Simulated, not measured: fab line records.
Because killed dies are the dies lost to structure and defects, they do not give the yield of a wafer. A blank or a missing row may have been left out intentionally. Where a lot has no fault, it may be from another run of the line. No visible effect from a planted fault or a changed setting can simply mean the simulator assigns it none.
Which of the tools did it?	flow berkeley_cmos170	Sampling: 14 lots, 42 wafers, 3 of 331 route steps

WHAT EACH GAUGE READ, for each wafer
UCB170_M2_OVL_MEAS_16. Usual: M2_OVL 4 nm, standard deviation 6.3.
lot	measured	on	M2_OVL (nm)	flag
L481	day 7 09:33	overlay-01	7 7 17	
L482	day 7 15:17	overlay-02	9 6 5	
L484	day 7 15:59	overlay-02	-4 2 -4	
L490	day 9 04:22	overlay-01	-3 3 -6	
L491	day 9 21:53	overlay-02	10 6 2	
L492	day 9 21:17	overlay-02	7 2 4	
L494	day 10 07:45	overlay-02	6 5 1	
L496	day 10 16:06	overlay-01	5 -6 6	
L495	day 10 15:33	overlay-01	0 9 12	
L497	day 10 22:14	overlay-01	-3 -4 -8	
L498	day 11 02:52	overlay-01	4 0 2	
L499	day 11 02:37	overlay-01	6 -2 10	
L500	day 11 14:01	overlay-01	12 2 5	
L502	day 11 22:50	overlay-01	1 15 15	

TOOL THAT RAN EACH LOT (tool first, then ch and the chambers of the sampled wafers, then the start)
lot	UCB170_GATE_ETCH_15	UCB170_NLDD_STRIP_10
L481	rie_si-01 ch 0,2,3, day 6 01:18	plasma_asher-01 ch 0,1, day 6 06:30
L482	rie_si-01 ch 2,3, day 6 05:13	plasma_asher-04 ch 0,1, day 6 11:54
L484	rie_si-02 ch 0,2,3, day 6 05:28	plasma_asher-04 ch 0,1, day 6 12:29
L490	rie_si-02 ch 0,1,3, day 7 21:29	plasma_asher-04 ch 0,1, day 8 01:19
L491	rie_si-01 ch 0,1, day 8 10:50	plasma_asher-04 ch 0,1, day 8 15:46
L492	rie_si-01 ch 0,1, day 8 11:14	plasma_asher-02 ch 0,1, day 8 16:03
L494	rie_si-02 ch 1,3, day 8 20:20	plasma_asher-02 ch 0,1, day 9 00:40
L496	rie_si-01 ch 0,1, day 9 08:03	plasma_asher-04 ch 0,1, day 9 15:28
L495	rie_si-02 ch 0,1,2, day 9 08:13	plasma_asher-02 ch 0,1, day 9 14:57
L497	rie_si-01 ch 1,2,3, day 9 08:14	plasma_asher-01 ch 0,1, day 9 15:11
L498	rie_si-02 ch 1,2,3, day 9 15:26	plasma_asher-01 ch 0,1, day 9 19:46
L499	rie_si-01 ch 0,3, day 9 15:43	plasma_asher-04 ch 0,1, day 9 20:02
L500	rie_si-02 ch 2,3, day 10 05:02	plasma_asher-02 ch 0,1, day 10 09:38
L502	rie_si-01 ch 0,1, day 10 15:28	plasma_asher-01 ch 0,1, day 10 20:10
- UCB170_GATE_ETCH_15: etches poly-Si in HBr/Cl2, stops on SiO2, time 56.3 s, target depth 278.2 nm.
- UCB170_NLDD_STRIP_10: strips in O2.

AS READ BY THE TOOLS THEMSELVES (means over the sampled wafers that have a number; for cases with no such wafer, the mark the record gives instead)
UCB170_GATE_ETCH_15. Usual: drypump_motor_current_A 5.7 A, standard deviation 0.51; oes_product_au 0.833 a.u., standard deviation 0.018; throttle_valve_pct 26.45 %, standard deviation 0.22.
lot	tool	drypump_motor_current_A (A)	oes_product_au (a.u.)	throttle_valve_pct (%)	flag
L481	rie_si-01	5.3	0.831	26.26	
L482	rie_si-01	5.2	0.828	26.28	
L484	rie_si-02	5.6	0.837	26.63	
L490	rie_si-02	5.9	0.831	26.70	
L491	rie_si-01	5.9	0.812	26.33	
L492	rie_si-01	6.1	0.806	26.33	
L494	rie_si-02	6.3	0.850	26.64	
L496	rie_si-01	6.1	0.828	26.33	
L495	rie_si-02	5.7	0.855	26.56	
L497	rie_si-01	5.6	0.833	26.27	
L498	rie_si-02	5.9	0.853	26.59	
L499	rie_si-01	5.5	0.836	26.24	
L500	rie_si-02	5.8	0.833	26.66	
L502	rie_si-01	5.9	0.820	26.32	

UCB170_NLDD_STRIP_10. Usual: drypump_motor_current_A 5.3 A, standard deviation 0.39; oes_product_au 0.735 a.u., standard deviation 0.0046; strip_time_to_endpoint_s 21.64 s, standard deviation 0.068.
lot	tool	drypump_motor_current_A (A)	oes_product_au (a.u.)	strip_time_to_endpoint_s (s)	flag
L481	plasma_asher-01	5.7	0.729	21.77	
L482	plasma_asher-04	5.0	0.740	21.69	
L484	plasma_asher-04	5.2	0.736	21.54	
L490	plasma_asher-04	5.0	0.733	21.54	
L491	plasma_asher-04	5.0	0.735	21.53	
L492	plasma_asher-02	5.4	0.738	21.70	
L494	plasma_asher-02	5.2	0.731	21.70	
L496	plasma_asher-04	5.2	0.734	21.55	
L495	plasma_asher-02	5.2	0.736	21.58	
L497	plasma_asher-01	5.5	0.735	21.72	
L498	plasma_asher-01	5.5	0.738	21.67	
L499	plasma_asher-04	5.0	0.740	21.71	
L500	plasma_asher-02	5.4	0.737	21.57	
L502	plasma_asher-01	5.7	0.736	21.62	

THE ANSWER, worked out from the rows above alone
Rule: a lot is off if the mean of its wafers that have a number lies more than 3 standard deviations from the usual mean. Also off: a lot with no number at a reading for which 4 or more lots have one. The other lots that the step has rows for count as sound. After the gauges, taken in route order, come the tools' own readings; for these a lot's mean is taken, as printed above. The first step at which some lot is off is used, and at that step the reading that is off furthest; a lot without a number counts as furthest.
No lot is off at any reading shown: from this, nothing can be told.

WHAT THE SIMULATOR HAD INSERTED
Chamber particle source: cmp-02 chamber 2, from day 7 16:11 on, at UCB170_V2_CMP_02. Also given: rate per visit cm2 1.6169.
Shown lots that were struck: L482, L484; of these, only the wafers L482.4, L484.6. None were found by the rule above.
